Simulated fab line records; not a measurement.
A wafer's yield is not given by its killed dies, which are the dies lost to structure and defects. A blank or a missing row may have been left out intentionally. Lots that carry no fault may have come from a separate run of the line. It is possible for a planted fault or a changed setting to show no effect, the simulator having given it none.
fab line records	flow berkeley-cmos170
[record] lots = 5	wafers = 23
route steps=331 shown ZERO@7 NWELL@21 ACTIVE@71 PFIELD@80 SCREENOX@101 GATE@133
start-h: start of the lot's first displayed wafer, in hours after the record's first day	wait-h: hours since the lot's step before	" repeats the value in the row above	L1.1+2: a row that stands for several wafers	- no value present, or no start provided	* or withheld: withheld	< > ~ a bound
route shown NAME@n: NAME is a module with steps in the file, n the number in the route of the first one	usual: average and standard deviation across the fault-free wafers	same: alike in all rows	chamber/n: place in a boat	sites: per-site readings	_std_site: the standard deviation of these	_edge_site: mean of outer sites minus mean of inner sites	radius-mm: for every site, how far away it sits from the centre of the wafer	mask NAME#n: copy n	behind: the tool/chamber that last shaped the wafer	hold: why the lot went on hold/how many hours it stayed there/how the hold came to an end	device: transistor that didn't switch, given as n, p or np	end of line: the same wafers' tests at the end of the route	where a step has no rows: the recipe by itself	killed: dies lost to structure and defects at the first sort, not the wafer's yield	map: shows each die of a wafer: x if killed, . if not, _ if none is there
set.NAME: setting as actually run; set.NAME@STEP: the setting as run at that earlier step	model.NAME: the simulator's own value behind a step, which no gauge read
lots where settings were altered on purpose, with a table for each step and a row for each wafer
[[steps]]
[step UCB170_ZERO_COAT_01]
[recipe] resist = KrF	spin-rpm = 1500	resist-thk-nm = 900
lot.wafer	tool	chamber	start-h	wait-h	set.spin-rpm	model.KrF_of_ZERO_COAT_01.thk-nm
L074.1	litho-track-02	0	19.62	0.1	1585	879.3
L074.2	"	0	"	"	1500	900.8
L074.3	"	0	"	"	1500	903.6
L074.4	"	0	"	"	1585	877.2
L074.6	"	0	"	"	1585	876.4
L076.2	litho-track-04	0	27.77	0.1	1500	903.9
L076.3	"	0	"	"	1500	903.5
L076.4	"	0	"	"	1500	905.9
L076.5	"	0	"	"	1500	902.1
L076.6	"	0	"	"	1500	904
L077.1	litho-track-04	0	32.68	0.1	1500	897.9
L077.2	"	0	"	"	1500	900.5
L077.3	"	0	"	"	1500	900.4
L077.5	"	0	"	"	1500	898.2
L077.6	"	0	"	"	1500	899.3
L079.1	litho-track-02	0	42.84	0.1	1500	897.3
L079.3	"	0	"	"	1500	896.5
L079.6	"	0	"	"	1500	895.4
L080.1+3	litho-track-03	0	47.99	0.1	1431	920.7
L080.2	"	0	"	"	1500	899
L080.4	"	0	"	"	1500	898.5
L080.5	"	0	"	"	1431	917.9
[step UCB170_ZERO_DEVELOP_05]
[recipe] developer = TMAH	develop-time-s = 45	resist = KrF	dev-temp-c = 21
lot.wafer	tool	chamber	start-h	wait-h	set.dev-temp-c
L074.1+2+3+4+6	litho-track-03	0	-	-	21
L076.2+6	litho-track-02	0	-	-	24.2
L076.3+4+5	"	0	"	"	21
L077.1+5	litho-track-04	0	-	-	23.8
L077.2+3+6	"	0	"	"	21
L079.1+3+6	litho-track-02	0	-	-	21
L080.1+5	litho-track-02	0	-	-	19.01
L080.2+3+4	"	0	"	"	21
[step UCB170_ZERO_ETCH_06]
[recipe] chemistry = CHF3/CF4/Ar	target = SiO2	time-s = 12	pressure-mtorr = 100	rf-w = 500	CHF3_flow_sccm = 50	cf4-flow-sccm = 10	Ar_flow_sccm = 120	over-etch-frac = 1.58
[step UCB170_ZERO_STRIP_07]
[recipe] chemistry = O2	power-w = 400	pressure-mtorr = 3500	platen-temp-c = withheld	o2-flow-sccm = 400	overash-fraction = 0.5
[usual] strip-time-to-endpoint-s = 21.49/0.052
lot.wafer	tool	chamber	start-h	wait-h	set.spin-rpm@ZERO_COAT_01	strip-time-to-endpoint-s
L074.1	plasma-asher-03	0	20.33	0.0	1585	20.98
L074.2	"	1	"	"	1500	21.51
L074.3	"	1	"	"	1500	21.56
L074.4	"	0	"	"	1585	20.94
L074.6	"	1	"	"	1585	20.93
L076.2	plasma-asher-03	0	28.58	0.0	1500	21.56
L076.3	"	1	"	"	1500	21.56
L076.4	"	0	"	"	1500	21.62
L076.5	"	1	"	"	1500	21.53
L076.6	"	0	"	"	1500	21.55
L077.1	plasma-asher-02	1	34.01	0.0	1500	21.40
L077.2	"	0	"	"	1500	21.51
L077.3	"	0	"	"	1500	21.50
L077.5	"	1	"	"	1500	21.43
L077.6	"	0	"	"	1500	21.46
L079.1	plasma-asher-02	0	44.16	0.0	1500	21.41
L079.3	"	0	"	"	1500	21.38
L079.6	"	1	"	"	1500	21.35
L080.1	plasma-asher-03	0	48.70	0.0	1431	21.97
L080.2	"	1	"	"	1500	21.47
L080.3	"	0	"	"	1431	21.98
L080.4	"	1	"	"	1500	21.43
L080.5	"	1	"	"	1431	21.92
[step UCB170_NWELL_COAT_07]
[recipe] resist = KrF	spin-rpm = 1500	resist-thk-nm = 900
lot.wafer	tool	chamber	start-h	wait-h	set.resist-thk-nm	model.KrF_of_NWELL_COAT_07.thk-nm
L074.1	litho-track-01	0	29.23	0.1	900	900.9
L074.2	"	0	"	"	935	934.2
L074.3	"	0	"	"	900	901.6
L074.4	"	0	"	"	935	935.8
L074.6	"	0	"	"	900	899.9
L076.2	litho-track-01	0	39.12	0.1	900	899.9
L076.3	"	0	"	"	900	899.5
L076.4	"	0	"	"	900	899.4
L076.5	"	0	"	"	900	900
L076.6	"	0	"	"	900	899
L077.1	litho-track-02	0	44.87	0.1	900	897.3
L077.2	"	0	"	"	900	896.7
L077.3	"	0	"	"	900	895.5
L077.5	"	0	"	"	900	899.4
L077.6	"	0	"	"	900	898.8
L079.1	litho-track-01	0	57.53	0.1	900	897.1
L079.3+6	"	0	"	"	900	899.2
L080.1	litho-track-02	0	61.25	0.1	868.4	865.2
L080.2	"	0	"	"	900	900.5
L080.3	"	0	"	"	900	897.3
L080.4	"	0	"	"	868.4	865.1
L080.5	"	0	"	"	900	899.7
[step UCB170_NWELL_SOFTBAKE_08]
[recipe] resist = KrF	temp-c = 130	time-s = 60
[step UCB170_NWELL_EXPOSE_09]
[recipe] mask-id = NWELL	target-cd-nm = 3000	na = 0.5	sigma-outer = 0.6	source-shape = conventional	dose-mj = 25
[step UCB170_NWELL_DEVELOP_11]
[recipe] developer = TMAH	develop-time-s = 45	resist = KrF	dev-temp-c = 21
[step UCB170_NWELL_ETCH_13]
[recipe] chemistry = CH3F/Ar/O2	target = Si3N4	stop-on = SiO2	CH3F_flow_sccm = 20	Ar_flow_sccm = 50	O2_flow_sccm = 7	pressure-mtorr = 50	rf-w = 450	target-depth-a = 2464	over-etch-frac = 0.1	time-s = 154
lot.wafer	tool	chamber	start-h	wait-h	set.resist-thk-nm@NWELL_COAT_07	model.KrF_of_NWELL_COAT_07.thk-nm
L074.1	rie-diel-02	0	30.53	0.0	900	724.4
L074.2	"	3	"	"	935	756.6
L074.3	"	1	"	"	900	723.9
L074.4	"	2	"	"	935	757.9
L074.6	"	0	"	"	900	724.3
L076.2	rie-diel-01	3	39.82	0.0	900	722.2
L076.3	"	2	"	"	900	718.2
L076.4	"	1	"	"	900	715.4
L076.5	"	2	"	"	900	718.4
L076.6	"	3	"	"	900	723
L077.1	rie-diel-04	3	45.64	0.0	900	719.3
L077.2	"	1	"	"	900	712.9
L077.3	"	2	"	"	900	714.4
L077.5	"	2	"	"	900	715.6
L077.6	"	1	"	"	900	712.4
L079.1	rie-diel-01	2	58.38	0.0	900	715.6
L079.3	"	1	"	"	900	716.7
L079.6	"	3	"	"	900	721.6
L080.1	rie-diel-04	0	61.97	0.0	868.4	686
L080.2	"	1	"	"	900	717.5
L080.3	"	2	"	"	900	715.8
L080.4	"	3	"	"	868.4	688
L080.5	"	1	"	"	900	717.4
[step UCB170_NWELL_IMPLANT_14]
[recipe] species = P	dose-cm2 = 1e+13	energy-kev = 150	tilt-deg = 7
lot.wafer	tool	chamber	start-h	wait-h	set.dose-cm2
L074.1+4	implanter-02	0	30.63	0.1	1.038e+13
L074.2+3+6	"	0	"	"	1e+13
L076.2+3	implanter-02	0	39.95	0.1	1.04e+13
L076.4+5+6	"	0	"	"	1e+13
L077.1+3	implanter-02	0	45.75	0.1	1.034e+13
L077.2+5+6	"	0	"	"	1e+13
L079.1+3+6	implanter-01	0	58.48	0.1	1e+13
L080.1+3	implanter-02	0	62.08	0.1	1e+13
L080.2+4+5	"	0	"	"	9.729e+12
[step UCB170_NWELL_STRIP_15]
[recipe] chemistry = O2	power-w = 400	pressure-mtorr = 3500	platen-temp-c = withheld	o2-flow-sccm = 400	overash-fraction = 0.5
[usual] strip-time-to-endpoint-s = 18.00/0.091
lot.wafer	tool	chamber	start-h	wait-h	set.resist-thk-nm@NWELL_COAT_07	strip-time-to-endpoint-s
L074.1	plasma-asher-02	0	30.78	0.1	900	18.09
L074.2	"	1	"	"	935	18.86
L074.3	"	0	"	"	900	18.07
L074.4	"	1	"	"	935	18.90
L074.6	"	0	"	"	900	18.08
L076.2	plasma-asher-04	0	40.08	0.1	900	18.03
L076.3	"	1	"	"	900	17.94
L076.4	"	0	"	"	900	17.87
L076.5	"	1	"	"	900	17.94
L076.6	"	0	"	"	900	18.06
L077.1	plasma-asher-02	0	45.90	0.1	900	17.96
L077.2	"	1	"	"	900	17.81
L077.3	"	0	"	"	900	17.82
L077.5	"	0	"	"	900	17.88
L077.6	"	1	"	"	900	17.81
L079.1	plasma-asher-01	0	58.63	0.1	900	17.87
L079.3	"	1	"	"	900	17.89
L079.6	"	1	"	"	900	18.01
L080.1	plasma-asher-02	1	62.23	0.1	868.4	17.15
L080.2	"	0	"	"	900	17.92
L080.3	"	0	"	"	900	17.88
L080.4	"	1	"	"	868.4	17.23
L080.5	"	1	"	"	900	17.91
[step UCB170_ACTIVE_PEB_11]
[recipe] peb-temp-c = 130	peb-time-s = withheld	resist = KrF
lot.wafer	tool	chamber	start-h	wait-h	set.peb-temp-c
L074.1+4+6	litho-track-01	0	73.12	0.1	131.6
L074.2+3	"	0	"	"	130
L077.1+6	litho-track-03	0	87.47	0.1	130
L077.2+3+5	"	0	"	"	132.8
L076.2+4	litho-track-02	0	87.61	0.1	126.4
L076.3+5+6	"	0	"	"	130
L079.1+3+6	litho-track-03	0	109.17	0.3	130
L080.1+2+5	litho-track-01	0	114.57	0.2	133.7
L080.3+4	"	0	"	"	130
[step UCB170_ACTIVE_DEVELOP_12]
[recipe] developer = TMAH	develop-time-s = 45	resist = KrF	dev-temp-c = 21
[step UCB170_ACTIVE_CD_MEAS_13]
[recipe] target-cd-nm = 1200
[usual] cd-nm = 1200.2/1.5
lot.wafer	tool	chamber	start-h	wait-h	set.peb-temp-c@ACTIVE_PEB_11	cd-nm
L074.1	cd-sem-02	-	73.39	-	131.6	1192.6
L074.2	"	-	"	"	130	1203.6
L074.3	"	-	"	"	130	1202.6
L074.4	"	-	"	"	131.6	1193.7
L074.6	"	-	"	"	131.6	1192.3
L077.1	cd-sem-01	-	87.74	-	130	1199.8
L077.2	"	-	"	"	132.8	1183.4
L077.3	"	-	"	"	132.8	1182.8
L077.5	"	-	"	"	132.8	1182.8
L077.6	"	-	"	"	130	1200.5
L076.2	cd-sem-02	-	87.88	-	126.4	1227.6
L076.3	"	-	"	"	130	1198.2
L076.4	"	-	"	"	126.4	1227.6
L076.5	"	-	"	"	130	1200.2
L076.6	"	-	"	"	130	1198.6
L079.1	cd-sem-01	-	109.45	-	130	1198.7
L079.3	"	-	"	"	130	1199.8
L079.6	"	-	"	"	130	1200.2
L080.1	cd-sem-01	-	114.84	-	133.7	1178.9
L080.2	"	-	"	"	133.7	1179.5
L080.3	"	-	"	"	130	1201.9
L080.4	"	-	"	"	130	1201.6
L080.5	"	-	"	"	133.7	1180.0
[step UCB170_ACTIVE_ETCH_15]
[recipe] chemistry = CH3F/Ar/O2	target = Si3N4	stop-on = SiO2	CH3F_flow_sccm = 20	Ar_flow_sccm = 50	O2_flow_sccm = 7	pressure-mtorr = 50	rf-w = 450	target-depth-a = 2420	over-etch-frac = 0.1	time-s = 151
lot.wafer	tool	chamber	start-h	wait-h	set.peb-temp-c@ACTIVE_PEB_11	model.ACTIVE.cd-nm
L074.1	rie-diel-04	2	73.55	0.0	131.6	1193
L074.2	"	0	"	"	130	1203
L074.3	"	1	"	"	130	1202
L074.4	"	3	"	"	131.6	1194
L074.6	"	1	"	"	131.6	1192
L077.1	rie-diel-02	3	87.90	0.0	130	1200
L077.2	"	2	"	"	132.8	1184
L077.3+5	"	0,3	"	"	132.8	1183
L077.6	"	2	"	"	130	1201
L076.2	rie-diel-04	3	88.01	0.0	126.4	1227
L076.3	"	1	"	"	130	1198
L076.4	"	2	"	"	126.4	1228
L076.5	"	2	"	"	130	1200
L076.6	"	1	"	"	130	1199
L079.1+3	rie-diel-02	1,0	109.60	0.0	130	1199
L079.6	"	1	"	"	130	1200
L080.1	rie-diel-03	3	115.00	0.0	133.7	1179
L080.2	"	2	"	"	133.7	1180
L080.3+4	"	0,1	"	"	130	1202
L080.5	"	0	"	"	133.7	-
[step UCB170_ACTIVE_STRIP_16]
[recipe] chemistry = O2	power-w = 400	pressure-mtorr = 3500	platen-temp-c = withheld	o2-flow-sccm = 400	overash-fraction = 0.5
[step UCB170_ACTIVE_CD_MEAS_90]
[recipe] target-cd-nm = 1200
[usual] cd-nm = 1200.3/1.5
lot.wafer	tool	chamber	start-h	wait-h	set.peb-temp-c@ACTIVE_PEB_11	cd-nm
L074.1	cd-sem-01	-	73.75	0.1	131.6	1193.2
L074.2	"	-	"	"	130	1203.6
L074.3	"	-	"	"	130	1202.5
L074.4	"	-	"	"	131.6	1193.5
L074.6	"	-	"	"	131.6	1192.0
L077.1	cd-sem-02	-	88.10	0.1	130	1199.9
L077.2	"	-	"	"	132.8	1183.8
L077.3	"	-	"	"	132.8	1182.9
L077.5	"	-	"	"	132.8	1182.8
L077.6	"	-	"	"	130	1200.8
L076.2	cd-sem-01	-	88.23	0.1	126.4	1227.5
L076.3	"	-	"	"	130	1198.3
L076.4	"	-	"	"	126.4	1227.5
L076.5	"	-	"	"	130	1200.1
L076.6	"	-	"	"	130	1199.5
L079.1	cd-sem-01	-	109.80	0.1	130	1199.2
L079.3	"	-	"	"	130	1199.6
L079.6	"	-	"	"	130	1200.4
L080.1	cd-sem-01	-	115.20	0.1	133.7	1179.3
L080.2	"	-	"	"	133.7	1179.9
L080.3	"	-	"	"	130	1202.2
L080.4	"	-	"	"	130	1201.7
L080.5	"	-	"	"	133.7	1179.8
[step UCB170_PFIELD_COAT_01]
[recipe] resist = KrF	spin-rpm = 1500	resist-thk-nm = 900
lot.wafer	tool	chamber	start-h	wait-h	set.resist-thk-nm	model.KrF_of_PFIELD_COAT_01.thk-nm
L074.1	litho-track-02	0	74.20	0.1	913.5	914.9
L074.2	"	0	"	"	900	898.6
L074.3	"	0	"	"	913.5	914.3
L074.4	"	0	"	"	900	898.4
L074.6	"	0	"	"	913.5	914.2
L077.1	litho-track-03	0	89.95	0.1	861.9	862
L077.2	"	0	"	"	900	896.9
L077.3	"	0	"	"	861.9	857.9
L077.5	"	0	"	"	861.9	859.8
L077.6	"	0	"	"	900	898.4
L076.2+5	litho-track-04	0	90.15	0.1	900	902
L076.3	"	0	"	"	946.9	945.5
L076.4	"	0	"	"	946.9	946.3
L076.6	"	0	"	"	946.9	948.2
L079.1	litho-track-03	0	110.51	0.1	900	904.5
L079.3	"	0	"	"	900	903.9
L079.6	"	0	"	"	900	904.2
L080.1	litho-track-02	0	116.80	0.1	862.6	861.6
L080.2	"	0	"	"	900	901.5
L080.3	"	0	"	"	900	897.7
L080.4	"	0	"	"	900	900.5
L080.5	"	0	"	"	862.6	862.5
[step UCB170_PFIELD_SOFTBAKE_02]
[recipe] resist = KrF	temp-c = 130	time-s = 60
[step UCB170_PFIELD_EXPOSE_03]
[recipe] mask-id = PFIELD	na = 0.5	sigma-outer = 0.6	source-shape = conventional	target-cd-nm = 1500	dose-mj = 30
[step UCB170_PFIELD_IMPLANT_07]
[recipe] species = B	dose-cm2 = 2e+13	energy-kev = 80	tilt-deg = 7
[step UCB170_PFIELD_STRIP_08]
[recipe] chemistry = O2	power-w = 400	pressure-mtorr = 3500	platen-temp-c = withheld	o2-flow-sccm = 400	overash-fraction = 0.5
[usual] strip-time-to-endpoint-s = 21.64/0.057
lot.wafer	tool	chamber	start-h	wait-h	set.resist-thk-nm@PFIELD_COAT_01	strip-time-to-endpoint-s
L074.1	plasma-asher-04	0	75.07	0.1	913.5	21.98
L074.2	"	1	"	"	900	21.59
L074.3	"	1	"	"	913.5	21.97
L074.4	"	0	"	"	900	21.58
L074.6	"	1	"	"	913.5	21.95
L077.1	plasma-asher-02	1	91.61	0.1	861.9	20.72
L077.2	"	0	"	"	900	21.53
L077.3	"	1	"	"	861.9	20.61
L077.5	"	1	"	"	861.9	20.67
L077.6	"	0	"	"	900	21.59
L076.2	plasma-asher-02	0	91.76	0.1	900	21.69
L076.3	"	1	"	"	946.9	22.71
L076.4	"	0	"	"	946.9	22.73
L076.5	"	0	"	"	900	21.69
L076.6	"	1	"	"	946.9	22.79
L079.1	plasma-asher-02	0	112.04	0.1	900	21.71
L079.3	"	1	"	"	900	21.73
L079.6	"	1	"	"	900	21.74
L080.1	plasma-asher-03	0	119.16	0.1	862.6	20.71
L080.2	"	1	"	"	900	21.67
L080.3	"	1	"	"	900	21.57
L080.4	"	0	"	"	900	21.65
L080.5	"	1	"	"	862.6	20.74
[step UCB170_SCREENOX_OXIDATION_01]
[recipe] temp-c = 900	ambient = O2	target-thk-a = 144	ox-time-s = 2400
lot.wafer	tool	chamber	start-h	wait-h	set.temp-c	model.SiO2_of_SCREENOX_OXIDATION_01.thk-nm
L074.1	-	-	-	1.2	910.7	15.75
L074.2	"	-	"	"	910.7	15.97
L074.3	"	-	"	"	910.7	16.08
L074.4	"	-	"	"	910.7	15.82
L074.6	"	-	"	"	910.7	15.9
L076.2	-	-	-	1.2	883.8	12.19
L076.3	"	-	"	"	883.8	12.02
L076.4	"	-	"	"	883.8	11.96
L076.5	"	-	"	"	883.8	12.07
L076.6	"	-	"	"	883.8	12.13
L077.1	-	-	-	1.2	900	14.23
L077.2	"	-	"	"	900	13.93
L077.3	"	-	"	"	900	14.36
L077.5	"	-	"	"	900	14.04
L077.6	"	-	"	"	900	13.94
L079.1	furnace-01	0	130.08	2.9	900	14.58
L079.3	"	0	"	"	900	14.54
L079.6	"	0	"	"	900	14.52
L080.1	-	-	-	1.1	877.4	11.08
L080.2	"	-	"	"	877.4	11.25
L080.3	"	-	"	"	877.4	11.16
L080.4	"	-	"	"	877.4	11.18
L080.5	"	-	"	"	877.4	11.06
[step UCB170_SCREENOX_THK_MEAS_02]
[recipe] reads = SiO2_of_SCREENOX_OXIDATION_01
[usual] SCREENOX_OXIDE_THK = 14.30/0.2
lot.wafer	tool	chamber	start-h	wait-h	set.temp-c@SCREENOX_OXIDATION_01	SCREENOX_OXIDE_THK[nm]
L074.1	film-metro-03	-	-	-	910.7	15.79
L074.2	"	-	"	"	910.7	16.02
L074.3	"	-	"	"	910.7	16.10
L074.4	"	-	"	"	910.7	15.82
L074.6	"	-	"	"	910.7	15.91
L077.1	film-metro-03	-	-	-	900	14.21
L077.2	"	-	"	"	900	13.95
L077.3	"	-	"	"	900	14.38
L077.5	"	-	"	"	900	14.04
L077.6	"	-	"	"	900	13.94
L076.2	film-metro-04	-	-	-	883.8	12.22
L076.3	"	-	"	"	883.8	12.07
L076.4	"	-	"	"	883.8	11.95
L076.5	"	-	"	"	883.8	12.06
L076.6	"	-	"	"	883.8	12.13
L079.1	film-metro-03	-	131.75	0.0	900	14.58
L079.3	"	-	"	"	900	14.50
L079.6	"	-	"	"	900	14.53
L080.1	film-metro-01	-	-	-	877.4	11.09
L080.2	"	-	"	"	877.4	11.27
L080.3	"	-	"	"	877.4	11.11
L080.4	"	-	"	"	877.4	11.18
L080.5	"	-	"	"	877.4	11.11
[step UCB170_GATE_COAT_07]
[recipe] resist = KrF	spin-rpm = 1500	resist-thk-nm = 900
lot.wafer	tool	chamber	start-h	wait-h	set.resist-thk-nm	model.KrF_of_GATE_COAT_07.thk-nm
L074.1	litho-track-03	0	-	-	900	897
L074.2	"	0	"	"	900	896.9
L074.3	"	0	"	"	900	895.2
L074.4	"	0	"	"	900	898.4
L074.6	"	0	"	"	900	897.3
L076.2	litho-track-03	0	-	-	900	903.4
L076.3	"	0	"	"	951.6	955.1
L076.4	"	0	"	"	900	901.1
L076.5	"	0	"	"	951.6	951.9
L076.6	"	0	"	"	900	902.8
L077.1	litho-track-02	0	-	-	900	894.8
L077.2	"	0	"	"	900	898
L077.3	"	0	"	"	900	897.1
L077.5+6	"	0	"	"	900	897.3
L079.1	litho-track-01	0	-	-	900	894.9
L079.3	"	0	"	"	900	895
L079.6	"	0	"	"	900	893
L080.1	litho-track-03	0	-	-	900	898.4
L080.2	"	0	"	"	919.2	918.4
L080.3	"	0	"	"	919.2	917.8
L080.4	"	0	"	"	900	897.6
L080.5	"	0	"	"	900	899.7
[step UCB170_GATE_ETCH_15]
[recipe] chemistry = HBr/Cl2	target = poly-Si	stop-on = SiO2	over-etch-frac = 0.3	icp-w = 300	bias-w = 150	time-s = 56.3	pressure-mtorr = 15	HBr_flow_sccm = 150	Cl2_flow_sccm = 50	target-depth-a = 2782
lot.wafer	tool	chamber	start-h	wait-h	set.icp-w	set.resist-thk-nm@GATE_COAT_07	model.KrF_of_GATE_COAT_07.thk-nm
L074.1	rie-si-01	2	116.23	-	331.5	900	767.6
L074.2	"	1	"	"	300	900	776.8
L074.3	"	3	"	"	300	900	770.2
L074.4	"	3	"	"	331.5	900	768.6
L074.6	"	1	"	"	300	900	776.2
L076.2	rie-si-02	3	137.36	-	318.4	900	777.4
L076.3	"	1	"	"	318.4	951.6	826.8
L076.4	"	2	"	"	300	900	776.6
L076.5	"	2	"	"	318.4	951.6	825
L076.6	"	1	"	"	300	900	777.9
L077.1	rie-si-01	1	137.69	-	300	900	770.9
L077.2	"	0	"	"	300	900	774.9
L077.3	"	3	"	"	300	900	772.4
L077.5	"	3	"	"	300	900	772.6
L077.6	"	0	"	"	300	900	773.6
L079.1	rie-si-02	0	151.94	-	300	900	769
L079.3	"	2	"	"	300	900	770.2
L079.6	"	0	"	"	300	900	767.7
L080.1	rie-si-01	0	159.15	-	274.1	900	779.2
L080.2	"	1	"	"	300	919.2	795.4
L080.3	"	2	"	"	274.1	919.2	796
L080.4	"	3	"	"	274.1	900	776.3
L080.5	"	0	"	"	300	900	775.4
[[key]]
[split] step = UCB170_ZERO_COAT_01	setting = spin-rpm	stated = 1500	by = wafer
[response] step = UCB170_ZERO_COAT_01	reading = model.KrF_of_ZERO_COAT_01.thk-nm	change = -4.43	per = 1%	r = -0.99
[response] step = UCB170_ZERO_STRIP_07	reading = strip-time-to-endpoint-s	change = *	per = 1%	r = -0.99
[split] step = UCB170_ZERO_DEVELOP_05	setting = dev-temp-c	stated = 21	by = wafer
response none clear
[split] step = UCB170_NWELL_COAT_07	setting = resist-thk-nm	stated = 900	by = wafer
[response] step = UCB170_NWELL_COAT_07	reading = model.KrF_of_NWELL_COAT_07.thk-nm	change = +9.2	per = 1%	r = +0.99
[response] step = UCB170_NWELL_ETCH_13	reading = model.KrF_of_NWELL_COAT_07.thk-nm	change = +8.51	per = 1%	r = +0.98
[response] step = UCB170_NWELL_STRIP_15	reading = strip-time-to-endpoint-s	change = *	per = 1%	r = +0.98
[split] step = UCB170_NWELL_IMPLANT_14	setting = dose-cm2	stated = 1e+13	by = wafer
response none clear
[split] step = UCB170_ACTIVE_PEB_11	setting = peb-temp-c	stated = 130	by = wafer
[response] step = UCB170_ACTIVE_CD_MEAS_13	reading = cd-nm	change = -8.77	per = 1%	r = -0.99
[response] step = UCB170_ACTIVE_ETCH_15	reading = model.ACTIVE.cd-nm	change = -8.79	per = 1%	r = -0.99
[response] step = UCB170_ACTIVE_CD_MEAS_90	reading = cd-nm	change = -8.72	per = 1%	r = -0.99
[split] step = UCB170_PFIELD_COAT_01	setting = resist-thk-nm	stated = 900	by = wafer
[response] step = UCB170_PFIELD_COAT_01	reading = model.KrF_of_PFIELD_COAT_01.thk-nm	change = +8.88	per = 1%	r = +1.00
[response] step = UCB170_PFIELD_STRIP_08	reading = strip-time-to-endpoint-s	change = *	per = 1%	r = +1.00
[split] step = UCB170_SCREENOX_OXIDATION_01	setting = temp-c	stated = 900	by = lot
[response] step = UCB170_SCREENOX_OXIDATION_01	reading = model.SiO2_of_SCREENOX_OXIDATION_01.thk-nm	change = +1.27	per = 1%	r = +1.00
[response] step = UCB170_SCREENOX_THK_MEAS_02	reading = SCREENOX_OXIDE_THK	change = +1.27	per = 1%	r = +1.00
[split] step = UCB170_GATE_COAT_07	setting = resist-thk-nm	stated = 900	by = wafer
[response] step = UCB170_GATE_COAT_07	reading = model.KrF_of_GATE_COAT_07.thk-nm	change = +8.94	per = 1%	r = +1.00
[response] step = UCB170_GATE_ETCH_15	reading = model.KrF_of_GATE_COAT_07.thk-nm	change = +8.51	per = 1%	r = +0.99
[split] step = UCB170_GATE_ETCH_15	setting = icp-w	stated = 300	by = wafer
response none clear
